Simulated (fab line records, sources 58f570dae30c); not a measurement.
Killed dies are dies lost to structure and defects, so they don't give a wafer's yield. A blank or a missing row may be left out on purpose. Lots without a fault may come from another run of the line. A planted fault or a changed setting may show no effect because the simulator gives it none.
Split-lot experiment | flow berkeley_cmos170 | 5 lots, 23 wafers read, on a route of 331 steps

THE SPLIT
At UCB170_M2_METAL_ETCH_18 (etches Al in Cl2/BCl3, stops on SiO2, target depth 1170 nm, time 195 s), the setting time_s was moved away from the recipe's 195 s on 10 of the 23 wafers read, by +6.4% to +13.3%. The other wafers ran this setting at the recipe's value.

The file shows no step between the split and the reading.

THE READING
oes_product_au, in a.u., at UCB170_M2_STRIP_19 (strips in O2). Fault-free wafers of this fab line usually give 0.536 a.u., standard deviation 0.018 a.u..

wafer  | tool, chamber at the split | time_s as run, s | against the recipe | oes_product_au, a.u. | against lot-mates on the recipe
L074.1 | rie_metal-04, 1            | 195              | recipe             | 0.546                | -
L074.5 | rie_metal-04, 1            | 195              | recipe             | 0.550                | -
L074.6 | rie_metal-04, 0            | 195              | recipe             | 0.544                | -
L079.1 | rie_metal-04, 1            | 195              | recipe             | 0.545                | -
L079.3 | rie_metal-04, 1            | 216.2            | +10.9%             | 0.462                | -0.086
L079.4 | rie_metal-04, 0            | 216.2            | +10.9%             | 0.485                | -0.063
L079.5 | rie_metal-04, 1            | 216.2            | +10.9%             | 0.463                | -0.085
L079.6 | rie_metal-04, 0            | 195              | recipe             | 0.551                | -
L076.1 | rie_metal-01, 0            | 207.4            | +6.4%              | 0.476                | -0.060
L076.2 | rie_metal-01, 1            | 195              | recipe             | 0.552                | -
L076.3 | rie_metal-01, 0            | 195              | recipe             | 0.518                | -
L076.4 | rie_metal-01, 1            | 195              | recipe             | 0.538                | -
L076.6 | rie_metal-01, 0            | 207.4            | +6.4%              | 0.483                | -0.053
L078.1 | rie_metal-04, 0            | 221              | +13.3%             | 0.474                | -0.073
L078.2 | rie_metal-04, 1            | 221              | +13.3%             | 0.457                | -0.090
L078.3 | rie_metal-04, 1            | 195              | recipe             | 0.536                | -
L078.4 | rie_metal-04, 0            | 195              | recipe             | 0.558                | -
L078.5 | rie_metal-04, 1            | 221              | +13.3%             | 0.438                | -0.109
L077.1 | rie_metal-01, 1            | 195              | recipe             | 0.543                | -
L077.2 | rie_metal-01, 0            | 195              | recipe             | 0.525                | -
L077.3 | rie_metal-01, 1            | 209              | +7.2%              | 0.489                | -0.037
L077.4 | rie_metal-01, 0            | 209              | +7.2%              | 0.456                | -0.070
L077.6 | rie_metal-01, 0            | 195              | recipe             | 0.510                | -

THE FIT
A straight line over all 23 wafers: oes_product_au changes by -0.00663 a.u. for each +1% of time_s; r = -0.92; the points scatter about the line by 0.016 a.u..
The same after taking each lot's own level away (the mean of its wafers on the recipe; 23 wafers): -0.00705 a.u. for each +1%; r = -0.95; scatter 0.012 a.u..
On that fit, the largest move of time_s shifts the reading by 0.094 a.u..
The lots' own levels span 0.5260 to 0.5480 a.u., that is 1.2 times the standard deviation above.
So the lot-to-lot level changes the slope little: the two slopes agree.
Check: with one of the wafers moved furthest among these (+13.3%) left out of the fit, the line predicts -0.0995 a.u. for it against its lot-mates. It came out at -0.073 a.u. against them.

THE WHOLE CHAIN: every reading that the file lists as answering this split, in the file's order
step                    | what it does                                                           | reading                                                                   | change (the file's fit)                   | r (the file's)
UCB170_M2_METAL_ETCH_18 | etches Al in Cl2/BCl3, stops on SiO2, target depth 1170 nm, time 195 s | KrF_of_M2_COAT_10.thk_nm (the simulator's own value, which no gauge read) | -7.2 nm for each +1% of the setting       | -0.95
UCB170_M2_METAL_ETCH_18 | etches Al in Cl2/BCl3, stops on SiO2, target depth 1170 nm, time 195 s | SiO2_of_V1_CVD_00.thk_nm (the simulator's own value, which no gauge read) | -0.532 nm for each +1% of the setting     | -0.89
UCB170_M2_STRIP_19      | strips in O2                                                           | oes_product_au                                                            | -0.00725 a.u. for each +1% of the setting | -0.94

THE FILE'S OWN FIT
oes_product_au changes by -0.00725 a.u. for each +1% of time_s, r = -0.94.
